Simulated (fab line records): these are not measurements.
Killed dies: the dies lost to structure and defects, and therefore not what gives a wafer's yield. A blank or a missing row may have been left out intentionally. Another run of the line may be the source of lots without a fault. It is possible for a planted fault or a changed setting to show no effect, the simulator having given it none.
What tool caused it? | flow berkeley cmos170 | 15 lots with 45 wafers sampled at 4 steps, on a route of 331 steps

WHAT EACH GAUGE READ, for each wafer
UCB170_V1_OVL_MEAS_13.
lot  | measured     | on         | V1_OVL (nm)
L747 | day 7 16:24  | overlay-01 | 7 2 7
L750 | day 8 05:00  | overlay-02 | -3 -6 -7
L748 | day 8 08:02  | overlay-02 | 0 2 3
L751 | day 8 14:20  | overlay-01 | -1 -4 -3
L752 | day 8 14:22  | overlay-02 | -6 -2 0
L753 | day 8 22:39  | overlay-02 | 7 2 6
L754 | day 8 22:56  | overlay-01 | 0 -2 -2
L756 | day 8 23:13  | overlay-02 | 11 9 6
L755 | day 8 23:23  | overlay-01 | -4 3 3
L757 | day 9 16:44  | overlay-01 | 7 10 6
L764 | day 11 06:31 | overlay-02 | -2 -6 1
L765 | day 11 06:04 | overlay-01 | -3 2 1
L766 | day 11 06:14 | overlay-02 | -11 -9 -11
L767 | day 11 22:05 | overlay-02 | 3 13 7
L769 | day 12 06:18 | overlay-01 | -5 -5 1

UCB170_V2_OVL_MEAS_13.
lot  | measured     | on         | V2_OVL (nm)
L747 | day 7 23:16  | overlay-02 | 7 7 9
L750 | day 8 10:20  | overlay-01 | 9 4 2
L748 | day 8 14:53  | overlay-01 | -10 -2 -7
L751 | day 8 19:37  | overlay-02 | -8 -1 -5
L752 | day 8 20:31  | overlay-01 | -4 1 -5
L753 | day 9 03:43  | overlay-01 | 8 0 6
L754 | day 9 04:00  | overlay-02 | -3 -3 0
L764 | day 11 13:02 | overlay-02 | -11 -10 -5
L765 | day 11 11:11 | overlay-01 | 4 7 6
L766 | day 11 12:46 | overlay-01 | -4 -5 -4
L767 | day 12 03:28 | overlay-02 | -4 3 0
L769 | day 12 11:23 | overlay-01 | 7 3 2

EACH LOT AND THE TOOL THAT RAN IT (in order: tool; ch and the chambers of the sampled wafers; start)
lot  | UCB170_V1_CVD_00                | UCB170_M2_PEB_13
L747 | pecvd-04 ch 0,2, day 7 14:32    | litho track-04 ch 0, day 7 19:10
L750 | pecvd-02 ch 0,1,2, day 8 02:34  | litho track-04 ch 0, day 8 07:19
L748 | pecvd-04 ch 0,2, day 8 05:53    | litho track-02 ch 0, day 8 11:10
L751 | pecvd-03 ch 0,1, day 8 11:33    | litho track-03 ch 0, day 8 16:49
L752 | pecvd-04 ch 0,1,2, day 8 11:33  | litho track-04 ch 0, day 8 17:25
L753 | pecvd-02 ch 0,1,2, day 8 20:24  | litho track-02 ch 0, day 9 00:52
L754 | pecvd-04 ch 0,1, day 8 20:24    | litho track-02 ch 0, day 9 01:10
L756 | pecvd-03 ch 0,1,2, day 8 20:29  | litho track-02, day 9 01:31
L755 | pecvd-02 ch 0,1, day 8 20:33    | litho track-04, day 9 01:59
L757 | pecvd-02 ch 0,1,2, day 9 14:26  | litho track-03, day 9 19:05
L764 | pecvd-02 ch 0,1,2, day 11 03:36 | litho track-03 ch 0, day 11 09:15
L765 | pecvd-03 ch 0,1,2, day 11 03:36 | litho track-02 ch 0, day 11 08:30
L766 | pecvd-04 ch 0,1,2, day 11 03:36 | litho track-02 ch 0, day 11 09:01
L767 | pecvd-04 ch 0,1,2, day 11 20:08 | litho track-04 ch 0, day 12 00:11
L769 | pecvd-03 ch 1,2, day 12 04:08   | litho track-03 ch 0, day 12 08:32
- UCB170_V1_CVD_00: deposits SiO2 from TEOS/O2, target thk 2000 nm, time 250 s.
- UCB170_M2_PEB_13

WHAT THE TOOLS THEMSELVES READ (means of the sampled wafers that have a number; where no wafer has one, the mark that the record gives instead)
UCB170_V1_CVD_00.
lot  | tool     | heater power w (W)
L747 | pecvd-04 | 255
L750 | pecvd-02 | 245
L748 | pecvd-04 | 273
L751 | pecvd-03 | 200
L752 | pecvd-04 | 273
L753 | pecvd-02 | 279
L754 | pecvd-04 | 262
L756 | pecvd-03 | 201
L755 | pecvd-02 | 273
L757 | pecvd-02 | 235
L764 | pecvd-02 | 222
L765 | pecvd-03 | 216
L766 | pecvd-04 | 284
L767 | pecvd-04 | 217
L769 | pecvd-03 | 197

UCB170_M2_PEB_13.
lot  | tool           | chill plate temp C (C) | exhaust pa (Pa) | plate temp C (C)
L747 | litho track-04 | 22.96                  | 44.8            | 129.93
L750 | litho track-04 | 23.15                  | 45.1            | 129.97
L748 | litho track-02 | 23.05                  | 45.2            | 129.93
L751 | litho track-03 | 23.18                  | 44.4            | 130.20
L752 | litho track-04 | 22.95                  | 45.1            | 130.02
L753 | litho track-02 | 22.76                  | 46.4            | 130.21
L754 | litho track-02 | 22.97                  | 46.0            | 130.04
L756 | litho track-02 | -                      | -               | -
L755 | litho track-04 | -                      | -               | -
L757 | litho track-03 | -                      | -               | -
L764 | litho track-03 | 23.06                  | 44.6            | 129.98
L765 | litho track-02 | 23.04                  | 45.9            | 130.06
L766 | litho track-02 | 23.06                  | 44.0            | 130.09
L767 | litho track-04 | 23.15                  | 45.3            | 130.06
L769 | litho track-03 | 22.97                  | 46.0            | 129.85

THE ANSWER, worked out from the rows above alone
Rule: usual is defined by the lots themselves. The widest of any qualifying gaps counts: lots, ordered by their means at a reading, are off when they make up no more than a third of the lots, leave a main group of 4 or more, and stand apart from it by 3 or more times the standard deviation of that group's means. A main group is skipped when, at the precision printed for the reading in the tables above, its means are all equal. A lot without any number at a reading at which 4 lots or more have one is off too. All remaining lots with rows at the step are treated as sound. After the gauges, taken in route order, come the tools' own readings; for these a lot's mean is taken, as printed above. At the first step where some lot is off, the reading lying furthest off is the one used; lots without a number count as furthest.
Off at UCB170_M2_PEB_13 (chill plate temp C): L756, L755, L757. Without a number there: L756, L755, L757. For the main group the mean is 23.02 C and the standard deviation 0.11.
A tool fits if, at that step or a process step before it, it ran every lot that is off, and no sound lot after the first of them. None of those tried fits.

WHAT THE SIMULATOR HAD PUT IN
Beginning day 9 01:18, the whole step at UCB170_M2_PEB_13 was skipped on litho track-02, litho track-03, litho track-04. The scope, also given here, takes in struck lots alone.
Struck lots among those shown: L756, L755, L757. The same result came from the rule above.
